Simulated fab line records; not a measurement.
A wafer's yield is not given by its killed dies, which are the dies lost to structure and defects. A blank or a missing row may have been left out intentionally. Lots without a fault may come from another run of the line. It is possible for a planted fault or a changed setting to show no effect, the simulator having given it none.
2 desks, one fault ; flow rit cmos ; only its own numbers are on each desk; what lay behind them is given at the end

FOR THE TOOL OWNER'S DESK: lpcvd-02
The tool's own readings at RIT_SPACER_CVD_03 (deposits Si3N4 from SiH2Cl2/NH3, target thk 250 nm, time 3300 s): means of the sampled wafers that have a number, for each lot that ran on this tool. If a lot's mean is further than 4 standard deviations from the usual mean, the lot is out of limits and carries the mark OUT (the distance appears in the brackets).
Columns: A = zone power load pct at RIT_SPACER_CVD_03, usual 21.8 %
lot;first seen here;A
L217;day 3 05:22;23.9
L218;day 3 11:45;21.3
L220;day 3 21:16;21.4
L221;day 4 03:54;21.2
L225;day 4 21:32;21.3
L232;day 6 12:29;21.3
This desk's verdict: no lot among the 6 shows anything out of limits.

METROLOGY DESK
What the gauges read, lot by lot, whatever tool the lot ran on: means of the sampled wafers that have a number. If a lot's mean is further than 4 standard deviations from the usual mean, the lot is out of limits and carries the mark OUT (the distance appears in the brackets).
Columns: A = REOX_OXIDE_THK at RIT_REOX_THK_MEAS_04, usual 25.0 nm; B = SPACER_NITRIDE_THK at RIT_SPACER_THK_MEAS_04, usual 250.8 nm; C = M1_BOW at RIT_M1_BOW_MEAS_16, usual 17 um
lot;first seen here;A;B;C
L215;day 2 16:36;25.4;254.2;9
L217;day 3 01:38;24.7;247.2;15
L218;day 3 08:15;25.6;248.4;16
L219;day 3 15:49;25.4;255.0;21
L220;day 3 17:21;25.0;249.5;14
L221;day 4 00:24;25.0;253.5;24
L222;day 4 05:14;25.5;247.1;21
L225;day 4 17:50;24.9;82.4 (-80) OUT;-2
L231;day 6 00:11;25.0;249.3;16
L232;day 6 08:32;24.5;83.5 (-80) OUT;-7
L233;day 6 13:46;24.8;248.9;15
L234;day 6 17:01;25.3;253.2;25
L235;day 6 21:32;24.4;250.0;21
L238;day 7 14:35;25.5;251.0;18
This desk's result: L225, L232 out of limits, first on L225 (SPACER_NITRIDE_THK at RIT_SPACER_THK_MEAS_04), day 4 23:28. L215, L217, L218, L219, L220, L221, L222, L231, L233, L234, L235, L238 stayed within limits.

ALL TOGETHER
At day 4 23:28 the metrology desk could have sounded an alarm, on L225, L232.
Nothing out of limits was seen by the tool owner's desk.
Tool owner's desk: L225, L232 on record, inside its limits.
Every lot named ran RIT_SPACER_CVD_03 on lpcvd-02.

WHAT WAS PUT IN BY THE SIMULATOR
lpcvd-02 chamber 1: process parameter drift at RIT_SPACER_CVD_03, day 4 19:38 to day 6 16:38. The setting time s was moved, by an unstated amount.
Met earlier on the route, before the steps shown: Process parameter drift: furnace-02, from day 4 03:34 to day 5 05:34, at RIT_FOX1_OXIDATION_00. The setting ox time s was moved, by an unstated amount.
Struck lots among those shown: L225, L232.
Hours from the fault's start to each desk's first reading out of limits: the metrology desk, 4.
